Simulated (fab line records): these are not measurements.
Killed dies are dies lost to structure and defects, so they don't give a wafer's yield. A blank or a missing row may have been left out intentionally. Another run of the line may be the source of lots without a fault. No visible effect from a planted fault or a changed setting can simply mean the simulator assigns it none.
The tool behind it: which one? -- flow ritCmos -- 13 lots, 39 wafers sampled, at 4 steps of a route of 202

WHAT THE GAUGES READ, wafer by wafer
RIT_CONTACT_CD_MEAS_08: target cd 1000 nm.
lot,measured,on,cdNm (nm)
L208,day 3 13:35,cdSem-02,1000.9 998.1 1002.2
L209,day 3 19:16,cdSem-02,1002.8 1002.1 1002.0
L210,day 3 21:35,cdSem-02,998.8 998.0 998.5
L211,day 4 02:13,cdSem-02,997.6 995.7 996.9
L212,day 4 09:01,cdSem-02,999.2 998.7 998.6
L213,day 4 12:56,cdSem-02,1001.2 1001.6 1004.2
L214,day 4 23:39,cdSem-02,1004.7 1002.0 1004.2
L217,day 5 10:01,cdSem-01,1002.0 1001.4 1000.6
L220,day 6 21:47,cdSem-02,998.2 998.4 997.3
L222,day 6 23:21,cdSem-01,995.7 994.2 996.5
L227,day 7 22:52,cdSem-01,998.9 1002.0 1001.6
L228,day 8 00:23,cdSem-02,1002.8 1002.2 1000.5
L229,day 8 06:22,cdSem-01,1000.6 998.7 999.5

RIT_M1_THK_MEAS_02: measures by xrf.
lot,measured,on,M1_AL_THK (nm)
L208,day 3 15:09,filmMetro-01,401 402 400
L209,day 3 20:49,filmMetro-02,399 408 403
L210,day 3 23:09,filmMetro-02,402 399 400
L211,day 4 03:47,filmMetro-02,400 402 398
L212,day 4 10:41,filmMetro-01,407 407 406
L213,day 4 14:29,filmMetro-01,406 402 407
L214,day 5 01:13,filmMetro-01,401 401 399
L217,day 5 11:35,filmMetro-01,407 406 414
L220,day 6 23:19,filmMetro-01,402 401 405
L222,day 7 01:04,filmMetro-04,396 398 397
L227,day 8 00:25,filmMetro-01,407 403 405
L228,day 8 02:02,filmMetro-04,398 399 391
L229,day 8 08:05,filmMetro-01,403 401 406

TOOL THAT RAN EACH LOT (tool first, then ch and the chambers of the sampled wafers, then the start)
lot,RIT_ACTIVE_OXIDATION_01,RIT_CONTACT_STRIP_12
L208,"furnace-03 ch 0, day 1 16:41","plasmaAsher-01 ch 0,1, day 3 14:05"
L209,"furnace-03 ch 0, day 1 21:10","plasmaAsher-02 ch 0,1, day 3 19:44"
L210,"furnace-04 ch 0, day 2 01:07","plasmaAsher-02 ch 0,1, day 3 22:07"
L211,"furnace-04 ch 0, day 2 06:55","plasmaAsher-02 ch 0,1, day 4 02:44"
L212,"furnace-03 ch 0, day 2 11:38","plasmaAsher-01 ch 0,1, day 4 09:40"
L213,"furnace-03 ch 0, day 2 17:56","plasmaAsher-01 ch 0,1, day 4 13:27"
L214,"furnace-04 ch 0, day 2 21:44","plasmaAsher-04 ch 0,1, day 5 00:09"
L217,"furnace-04 ch 0, day 3 12:37","plasmaAsher-04 ch 0,1, day 5 10:31"
L220,"furnace-04 ch 0, day 4 05:20","plasmaAsher-04 ch 0,1, day 6 22:17"
L222,"furnace-03 ch 0, day 4 13:59","plasmaAsher-02 ch 0,1, day 6 23:58"
L227,"furnace-04 ch 0, day 5 19:12","plasmaAsher-02 ch 0,1, day 7 23:20"
L228,"furnace-04 ch 0, day 5 19:12","plasmaAsher-04 ch 0,1, day 8 00:57"
L229,"furnace-04 ch 0, day 6 03:32","plasmaAsher-02 ch 0,1, day 8 06:52"
- RIT_ACTIVE_OXIDATION_01: target thk 46.8 nm, ox time 3360 s.
- RIT_CONTACT_STRIP_12: strips in O2, time 180 s.

AS READ BY THE TOOLS THEMSELVES (means over the sampled wafers that have a number; for cases with no such wafer, the mark the record gives instead)
RIT_CONTACT_STRIP_12.
lot,tool,drypumpMotorCurrentA (A)
L208,plasmaAsher-01,5.7
L209,plasmaAsher-02,6.5
L210,plasmaAsher-02,6.5
L211,plasmaAsher-02,6.4
L212,plasmaAsher-01,5.7
L213,plasmaAsher-01,5.6
L214,plasmaAsher-04,5.2
L217,plasmaAsher-04,5.3
L220,plasmaAsher-04,5.3
L222,plasmaAsher-02,6.5
L227,plasmaAsher-02,6.5
L228,plasmaAsher-04,5.2
L229,plasmaAsher-02,6.4

THE ANSWER, worked out from the rows above alone
Rule: the usual values come from the lots themselves. The widest of any qualifying gaps counts: lots, ordered by their means at a reading, are off when they make up no more than a third of the lots, leave a main group of 4 or more, and stand apart from it by 3 or more times the standard deviation of that group's means. If all means in a main group match to the digits the tables above print for the reading, that group is not used. Also off: a lot with no number at a reading for which 4 or more lots have one. The other lots that the step has rows for count as sound. First the gauges in route order, then the tools' own readings, where a lot's mean is used as printed above. The first step at which some lot is off is used, and at that step the reading that is off furthest; a lot without a number counts as furthest.
No lot is off on any of the readings shown, so nothing can be concluded from this.

WHAT WAS PUT IN BY THE SIMULATOR
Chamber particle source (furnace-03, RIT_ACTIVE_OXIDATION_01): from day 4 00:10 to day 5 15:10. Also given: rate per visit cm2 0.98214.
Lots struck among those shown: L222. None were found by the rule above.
